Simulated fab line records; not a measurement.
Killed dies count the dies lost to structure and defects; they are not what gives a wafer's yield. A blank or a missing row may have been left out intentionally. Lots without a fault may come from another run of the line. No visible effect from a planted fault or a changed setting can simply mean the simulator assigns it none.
Which tool is to blame? / flow rit-cmos / Sampling: 13 lots, 39 wafers, 2 of 202 route steps

== WHAT EACH GAUGE READ, for each wafer ==
RIT_PWELL_OVL_MEAS_06.
lot=L792; measured=day 2 00:44; on=overlay-02; PWELL_OVL (nm)=-1.7 0.4 -2.7
lot=L793; measured=day 2 07:59; on=overlay-02; PWELL_OVL (nm)=-0.5 -0.6 -0.9
lot=L794; measured=day 2 11:37; on=overlay-01; PWELL_OVL (nm)=-0.2 -1.2 0.7
lot=L795; measured=day 2 14:33; on=overlay-01; PWELL_OVL (nm)=-0.7 0.0 1.4
lot=L796; measured=day 2 19:13; on=overlay-02; PWELL_OVL (nm)=-1.2 0.0 -1.1
lot=L797; measured=day 3 01:20; on=overlay-01; PWELL_OVL (nm)=2.5 1.1 0.6
lot=L805; measured=day 4 16:16; on=overlay-01; PWELL_OVL (nm)=-0.2 -1.7 -0.5
lot=L806; measured=day 4 23:45; on=overlay-02; PWELL_OVL (nm)=1.2 -0.1 2.3
lot=L810; measured=day 5 18:25; on=overlay-02; PWELL_OVL (nm)=1.4 3.0 2.7
lot=L812; measured=day 6 04:22; on=overlay-01; PWELL_OVL (nm)=-2.3 -1.1 -2.2
lot=L813; measured=day 6 08:38; on=overlay-02; PWELL_OVL (nm)=2.8 -0.9 -0.7
lot=L814; measured=day 6 16:52; on=overlay-02; PWELL_OVL (nm)=-1.9 -0.8 -0.1
lot=L815; measured=day 6 19:50; on=overlay-02; PWELL_OVL (nm)=2.1 2.0 1.0

== TOOL THAT RAN EACH LOT (tool first, then ch and the chambers of the sampled wafers, then the start) ==
lot=L792; RIT_NWELL_STRIP_09=plasma-asher-03 ch 0,1, day 1 23:20
lot=L793; RIT_NWELL_STRIP_09=plasma-asher-03 ch 0,1, day 2 06:52
lot=L794; RIT_NWELL_STRIP_09=plasma-asher-02 ch 1, day 2 10:30
lot=L795; RIT_NWELL_STRIP_09=plasma-asher-02 ch 0, day 2 13:26
lot=L796; RIT_NWELL_STRIP_09=plasma-asher-03 ch 0,1, day 2 17:58
lot=L797; RIT_NWELL_STRIP_09=plasma-asher-03 ch 0,1, day 3 00:14
lot=L805; RIT_NWELL_STRIP_09=plasma-asher-01 ch 0,1, day 4 15:01
lot=L806; RIT_NWELL_STRIP_09=plasma-asher-03 ch 0,1, day 4 22:38
lot=L810; RIT_NWELL_STRIP_09=plasma-asher-03 ch 0,1, day 5 17:08
lot=L812; RIT_NWELL_STRIP_09=plasma-asher-02 ch 0,1, day 6 03:08
lot=L813; RIT_NWELL_STRIP_09=plasma-asher-02 ch 0,1, day 6 07:31
lot=L814; RIT_NWELL_STRIP_09=plasma-asher-02 ch 0,1, day 6 15:46
lot=L815; RIT_NWELL_STRIP_09=plasma-asher-02 ch 0,1, day 6 18:34
- RIT_NWELL_STRIP_09: strips in O2, time 180 s.

== AS READ BY THE TOOLS THEMSELVES (means over the sampled wafers that have a number; for cases with no such wafer, the mark the record gives instead) ==
RIT_NWELL_STRIP_09.
lot=L792; tool=plasma-asher-03; chamber-pressure-mTorr (mTorr)=4000; drypump-motor-current-A (A)=5.55
lot=L793; tool=plasma-asher-03; chamber-pressure-mTorr (mTorr)=4002; drypump-motor-current-A (A)=5.55
lot=L794; tool=plasma-asher-02; chamber-pressure-mTorr (mTorr)=3999; drypump-motor-current-A (A)=5.92
lot=L795; tool=plasma-asher-02; chamber-pressure-mTorr (mTorr)=3999; drypump-motor-current-A (A)=6.16
lot=L796; tool=plasma-asher-03; chamber-pressure-mTorr (mTorr)=4002; drypump-motor-current-A (A)=5.77
lot=L797; tool=plasma-asher-03; chamber-pressure-mTorr (mTorr)=3998; drypump-motor-current-A (A)=5.78
lot=L805; tool=plasma-asher-01; chamber-pressure-mTorr (mTorr)=4000; drypump-motor-current-A (A)=5.87
lot=L806; tool=plasma-asher-03; chamber-pressure-mTorr (mTorr)=3998; drypump-motor-current-A (A)=5.55
lot=L810; tool=plasma-asher-03; chamber-pressure-mTorr (mTorr)=4001; drypump-motor-current-A (A)=5.55
lot=L812; tool=plasma-asher-02; chamber-pressure-mTorr (mTorr)=4001; drypump-motor-current-A (A)=6.00
lot=L813; tool=plasma-asher-02; chamber-pressure-mTorr (mTorr)=4003; drypump-motor-current-A (A)=6.08
lot=L814; tool=plasma-asher-02; chamber-pressure-mTorr (mTorr)=4002; drypump-motor-current-A (A)=5.99
lot=L815; tool=plasma-asher-02; chamber-pressure-mTorr (mTorr)=4002; drypump-motor-current-A (A)=6.00

== THE ANSWER, worked out from the rows above alone ==
Rule: the lots themselves supply what counts as usual. Put in order of their means at a reading, lots are off if they are a third of the lots or fewer, leave a main group of 4 or more, and stand apart from it by a gap of 3 or more times the standard deviation of the main group's means; of several such gaps the widest counts. A main group whose means are all the same, to the digits that the tables above print for the reading, isn't used. A lot without any number at a reading at which 4 lots or more have one is off too. All remaining lots with rows at the step are treated as sound. After the gauges, taken in route order, come the tools' own readings; for these a lot's mean is taken, as printed above. At the first step where some lot is off, the reading lying furthest off is the one used; lots without a number count as furthest.
No lot is off at any reading shown: from this, nothing can be told.

== WHAT THE SIMULATOR HAD INSERTED ==
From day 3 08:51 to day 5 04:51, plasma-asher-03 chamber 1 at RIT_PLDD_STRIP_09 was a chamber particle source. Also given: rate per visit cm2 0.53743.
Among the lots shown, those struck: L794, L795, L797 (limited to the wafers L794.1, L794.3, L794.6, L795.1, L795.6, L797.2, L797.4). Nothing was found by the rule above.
